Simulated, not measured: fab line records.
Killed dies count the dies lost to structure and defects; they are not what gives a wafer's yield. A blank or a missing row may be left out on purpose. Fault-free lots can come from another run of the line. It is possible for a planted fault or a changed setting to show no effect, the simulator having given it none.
Which tool is to blame?    flow rit_cmos    at 1 step of a route of 202, 15 lots with 45 wafers sampled

## WHAT THE GAUGES SHOWED, per wafer
The record lacks any reading of a measuring or inspecting step that a usual standard deviation could be used to judge.

## WHAT TOOL EACH LOT RAN ON (gives the tool, then ch and the chambers of the sampled wafers, and finally the start)
lot   RIT_ACTIVE_STRIP_14
L833  plasma_asher-01 ch 0,1, day 1 14:58
L834  plasma_asher-01 ch 0,1, day 1 20:09
L835  plasma_asher-03 ch 0,1, day 2 00:50
L836  plasma_asher-03 ch 0,1, day 2 05:50
L838  plasma_asher-01 ch 1, day 2 16:02
L840  plasma_asher-04 ch 0,1, day 3 04:42
L841  plasma_asher-03 ch 0,1, day 3 09:39
L844  plasma_asher-04 ch 0,1, day 3 22:08
L845  plasma_asher-04 ch 0,1, day 4 03:06
L846  plasma_asher-01 ch 0,1, day 4 07:58
L849  plasma_asher-01 ch 0,1, day 4 23:05
L852  plasma_asher-01 ch 0,1, day 5 14:10
L853  plasma_asher-01 ch 0,1, day 5 20:41
L854  plasma_asher-01 ch 0,1, day 6 01:02
L855  plasma_asher-03 ch 0,1, day 6 06:38
- RIT_ACTIVE_STRIP_14: strips in O2, time 180 s.

## WHAT THE TOOLS THEMSELVES READ (means of the sampled wafers that have a number; where no wafer has one, the mark that the record gives instead)
RIT_ACTIVE_STRIP_14. Usual: chamber_pressure_mTorr 4000 mTorr, standard deviation 3.6; drypump_motor_current_A 5.8 A, standard deviation 0.49.
lot   tool             chamber_pressure_mTorr (mTorr)  drypump_motor_current_A (A)  flag
L833  plasma_asher-01  4000                            6.1                          
L834  plasma_asher-01  3998                            6.1                          
L835  plasma_asher-03  4001                            5.5                          
L836  plasma_asher-03  4004                            5.5                          
L838  plasma_asher-01  4001                            6.3                          
L840  plasma_asher-04  3999                            6.2                          
L841  plasma_asher-03  3999                            5.5                          
L844  plasma_asher-04  4001                            6.1                          
L845  plasma_asher-04  4000                            6.2                          
L846  plasma_asher-01  4001                            5.9                          
L849  plasma_asher-01  4000                            5.9                          
L852  plasma_asher-01  -                               -                            OFF
L853  plasma_asher-01  -                               -                            OFF
L854  plasma_asher-01  -                               -                            OFF
L855  plasma_asher-03  3998                            5.3                          

## THE ANSWER, worked out from the rows above alone
Rule: lot off if the mean of its wafers having a number is beyond 3 standard deviations from the usual mean. A lot without any number at a reading at which 4 lots or more have one is off too. The other lots that the step has rows for count as sound. First the gauges in route order, then the tools' own readings, where a lot's mean is used as printed above. The first step at which some lot is off is used, and at that step the reading that is off furthest; a lot without a number counts as furthest.
Off: L852, L853, L854, at RIT_ACTIVE_STRIP_14 (chamber_pressure_mTorr). Without a number there: L852, L853, L854.
A tool fits if, at that step or a process step before it, it ran every lot that is off, and no sound lot after the first of them. One fits: plasma_asher-01 at RIT_ACTIVE_STRIP_14. Its last sound lot is L849 (day 4 23:05), its first lot that is off L852 (day 5 14:10): a fault that began between those two fits.
Blank at RIT_ACTIVE_STRIP_14 on the lots that are off, where sound lots have numbers: chamber_pressure_mTorr, drypump_motor_current_A.

## WHAT HAD BEEN PUT IN BY THE SIMULATOR
At RIT_ACTIVE_STRIP_14, the step was skipped entirely on plasma_asher-01 from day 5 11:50 on. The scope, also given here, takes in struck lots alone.
Shown lots that were struck: L852, L853, L854. The same result came from the rule above.
